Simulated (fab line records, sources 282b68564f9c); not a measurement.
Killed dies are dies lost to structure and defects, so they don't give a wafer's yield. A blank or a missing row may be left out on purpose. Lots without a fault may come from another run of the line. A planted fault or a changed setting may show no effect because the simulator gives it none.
A struck lot beside a sound one | flow rit_cmos | 14 steps out of a route of 202
Sound: wafers L353.2, L353.3, L353.5. Struck: wafers L354.1, L354.2, L354.4. The cause comes at the end.
At each step with rows: each side's tool, then ch and its chambers, then its first start. Under that, the readings that differ: sound wafers | struck wafers | difference of the means | sigmas: that difference in standard deviations of wafers without a fault.
alike: readings whose means differ by less than 2 such deviations, and words and numbers that are the same on both sides. not compared: withheld readings, readings that some wafer has no value for, bounds like >300 that may hide the same value, and numbers for which the record gives no deviation and whose values overlap.
The two part at a step that has a row with sigmas, a row that says differs or no value, or rows on one side only. Numbers that don't overlap but have no deviation are shown without sigmas and don't part them. A reading that every wafer of one side lacks parts them only if that side has two wafers or more.

first, 5 steps without rows for these wafers: RIT_NWELL_COAT_01 (resist thk 1300 nm); RIT_NWELL_SOFTBAKE_02 (time 60 s); RIT_NWELL_EXPOSE_03 (exposes mask M2, target cd 43900 nm); RIT_NWELL_PEB_04; RIT_NWELL_DEVELOP_05 (develop time 68 s).
RIT_NWELL_OVL_MEAS_06:
  sound on overlay-02, day 2 23:46; struck on overlay-02, day 3 04:49
  alike: NWELL_OVL
then, 2 steps without rows for these wafers: RIT_NWELL_HARDBAKE_07 (time 120 s); RIT_NWELL_IMPLANT_08.
RIT_NWELL_STRIP_09: strips in O2, time 180 s.
  sound on plasma_asher-02 ch 0,1, day 3 00:11; struck on plasma_asher-01 ch 0,1, day 3 05:15
  alike: chamber_pressure_mTorr, drypump_motor_current_A
  not compared: rf_hours_counter_h
RIT_NWELL_TW_MEAS_10:
  sound on film_metro-02, day 3 00:23; struck on film_metro-01, day 3 05:25
  alike: NWELL_TW
then, 2 steps without rows for these wafers: RIT_PWELL_HMDS_00 (prime time 60 s); RIT_PWELL_COAT_01 (resist thk 1300 nm).
RIT_PWELL_SOFTBAKE_02: time 60 s.
  sound on litho_track-02 ch 0, day 3 00:45; struck on litho_track-04 ch 0, day 3 05:47
  reading                  | sound             | struck            | difference | sigmas
  heater_power_total_W (W) | 34.63 34.59 34.65 | 34.97 34.99 34.91 | +0.33      | +7
  run_length_s (s)         | 89.45 89.29 89.43 | 87.44 87.43 87.51 | -1.93      | -18
then, 1 step without rows for these wafers: RIT_PWELL_EXPOSE_03 (exposes mask M3, target cd 43700 nm).

WHERE THEY PART
Only at RIT_PWELL_SOFTBAKE_02, within this record.

WHY: what the simulator had put in
Process parameter drift: litho_track-04, from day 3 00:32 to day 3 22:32, at RIT_PWELL_SOFTBAKE_02. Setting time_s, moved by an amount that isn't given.
